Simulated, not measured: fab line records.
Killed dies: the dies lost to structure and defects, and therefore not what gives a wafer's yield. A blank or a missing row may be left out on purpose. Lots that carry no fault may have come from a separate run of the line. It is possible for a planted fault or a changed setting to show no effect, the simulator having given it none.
Matching of chambers -- flow ritCmos -- RIT_ACTIVE_ETCH_13 on rieDiel-04 has 4 sister chambers
The step etches Si3N4 in SF6, stops on SiO2, time 210 s, target depth 210 nm. 14 wafers are shown with their chamber, then 7 later ones without.

== WAFERS PAIRED WITH THEIR CHAMBERS ==
wafer,chamber,drypumpMotorCurrentA (A),throttleValvePct (%),oesProductAu (a.u.)
L420.3,0,5.7,7.33,0.825
L420.5,0,5.7,7.32,0.824
L420.6,1,6.3,7.52,0.799
L422.1,1,6.2,7.53,0.805
L422.3,0,5.7,7.32,0.828
L422.5,2,5.3,7.60,0.845
L424.3,1,6.2,7.51,0.813
L424.5,3,5.5,7.36,0.824
L424.6,0,5.7,7.33,0.835
L425.1,1,6.2,7.51,0.807
L425.3,3,5.5,7.35,0.816
L425.4,2,5.3,7.59,0.837
L426.2,2,5.3,7.62,0.856
L426.3,0,5.7,7.33,0.824

SIGNATURES (means of the wafers above)
reading,chamber 0,chamber 1,chamber 2,chamber 3,scatter within a chamber
drypumpMotorCurrentA,5.700,6.225,5.300,5.500,0.0274
throttleValvePct,7.3260,7.5175,7.6033,7.3550,0.00955
oesProductAu,0.82720,0.80600,0.84600,0.82000,0.00633
Rule: for a wafer and a chamber, the distance is found by dividing, reading by reading, the gap between the wafer's reading and the chamber's mean by the reading's scatter, squaring, summing and taking the root. The wafer belongs to the nearest chamber; if the next one is less than 2 further off, it can't be placed. How the scatter is found: for the shown wafers, subtract from each reading the mean of its chamber, square and add these, divide the total by (wafers less chambers), then take the root.

== WAFERS WITHOUT THEIR CHAMBER ==
wafer,drypumpMotorCurrentA (A),throttleValvePct (%),oesProductAu (a.u.)
L426.4,5.6,7.36,0.828
L427.1,5.5,7.37,0.814
L427.3,6.3,7.51,0.811
L427.5,5.5,7.35,0.829
L429.3,5.3,7.62,0.845
L429.4,5.7,7.32,0.825
L429.6,5.3,7.62,0.844

== WHICH CHAMBER EACH WENT THROUGH ==
wafer,from the rows above,in truth
L426.4,can't be placed: 3 or 0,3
L427.1,3,3
L427.3,1,1
L427.5,3,3
L429.3,2,2
L429.4,0,0
L429.6,2,2
Correctly placed: 6 of 7. Cannot be placed on the basis of these rows: 1; the candidates contain the true chamber in 1. 0 placed wrongly.
